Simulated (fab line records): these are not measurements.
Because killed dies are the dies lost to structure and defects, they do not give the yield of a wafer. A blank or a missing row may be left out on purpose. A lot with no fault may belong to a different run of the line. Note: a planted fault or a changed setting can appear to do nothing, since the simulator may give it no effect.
Split-lot trial ; flow berkeleyCmos170 ; 23 wafers read across 5 lots, on a route 331 steps long

## ABOUT THE SPLIT
At UCB170_NWELL_IMPLANT_14, the setting energyKev was moved away from the recipe's 150 on 11 of the 23 wafers read, by -3.4% to +4.6%. All remaining wafers had this setting at the recipe value.

Reading taken at the split's own step.

## THE READING
implant.drpNm (the simulator's own value, which no gauge read), in nm, at UCB170_NWELL_IMPLANT_14. The file does not state a usual value for it.

wafer;tool, chamber at the split;energyKev as run;against the recipe;implant.drpNm, nm;against lot-mates on the recipe
L074.2;implanter-04, 0;150;recipe;62.72;-
L074.5;implanter-04, 0;150;recipe;62.72;-
L074.3;implanter-04, 0;155.1;+3.4%;64.32;+1.60
L074.4;implanter-04, 0;155.1;+3.4%;64.32;+1.60
L074.6;implanter-04, 0;155.1;+3.4%;64.32;+1.60
L076.1;implanter-02, 0;155.4;+3.6%;64.41;+1.69
L076.4;implanter-02, 0;155.4;+3.6%;64.41;+1.69
L076.2;implanter-02, 0;150;recipe;62.72;-
L076.3;implanter-02, 0;150;recipe;62.72;-
L076.5;implanter-02, 0;150;recipe;62.72;-
L078.1;implanter-02, 0;144.9;-3.4%;61.05;-1.67
L078.3;implanter-02, 0;144.9;-3.4%;61.05;-1.67
L078.6;implanter-02, 0;144.9;-3.4%;61.05;-1.67
L078.4;implanter-02, 0;150;recipe;62.72;-
L078.5;implanter-02, 0;150;recipe;62.72;-
L079.3;implanter-01, 0;150;recipe;62.72;-
L079.4;implanter-01, 0;150;recipe;62.72;-
L079.6;implanter-01, 0;150;recipe;62.72;-
L084.2;implanter-02, 0;156.9;+4.6%;64.87;+2.15
L084.3;implanter-02, 0;156.9;+4.6%;64.87;+2.15
L084.5;implanter-02, 0;156.9;+4.6%;64.87;+2.15
L084.4;implanter-02, 0;150;recipe;62.72;-
L084.6;implanter-02, 0;150;recipe;62.72;-

FIT RESULTS
A straight line over all 23 wafers: implant.drpNm changes by +0.476 nm for each +1% of energyKev; r = +1.00; the points scatter about the line by 0.02 nm.
The same after taking each lot's own level away (the mean of its wafers on the recipe; 23 wafers): +0.476 nm for each +1%; r = +1.00; scatter 0.02 nm.
On that fit, the largest move of energyKev shifts the reading by 2.2 nm.
The lots' own levels span 62.720 to 62.720 nm.
The two slopes agree, so the slope changes little with the lot-to-lot level.
Check: for one of the wafers moved furthest among these (+4.6%), held out of the fit, the line's prediction against its lot-mates is +2.18 nm. It came out at +2.15 nm against them.

## FURTHER SPLITS ON THESE WAFERS
Other splits were also applied to these wafers ahead of the reading. Each is held against what the fit with the lots' levels taken away leaves over:
other split on the same wafers;wafers away from the commonest value;r with implant.drpNm (lot level and that fit taken away)
UCB170_ZERO_COAT_01 spinRpm;4;-0.07
UCB170_NWELL_CVD_04 sih2cl2FlowSccm;18;-0.30

## THE WHOLE CHAIN: every reading that the file lists as answering this split, in the file's order
step;what it does;reading;change (the file's fit);r (the file's)
UCB170_NWELL_IMPLANT_14;;implant.rpNm (the simulator's own value, which no gauge read);+1.94 nm for each +1% of the setting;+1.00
UCB170_NWELL_IMPLANT_14;;implant.drpNm (the simulator's own value, which no gauge read);+0.473 nm for each +1% of the setting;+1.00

## THE FILE'S OWN FIT
implant.drpNm changes by +0.473 nm for each +1% of energyKev, r = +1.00.
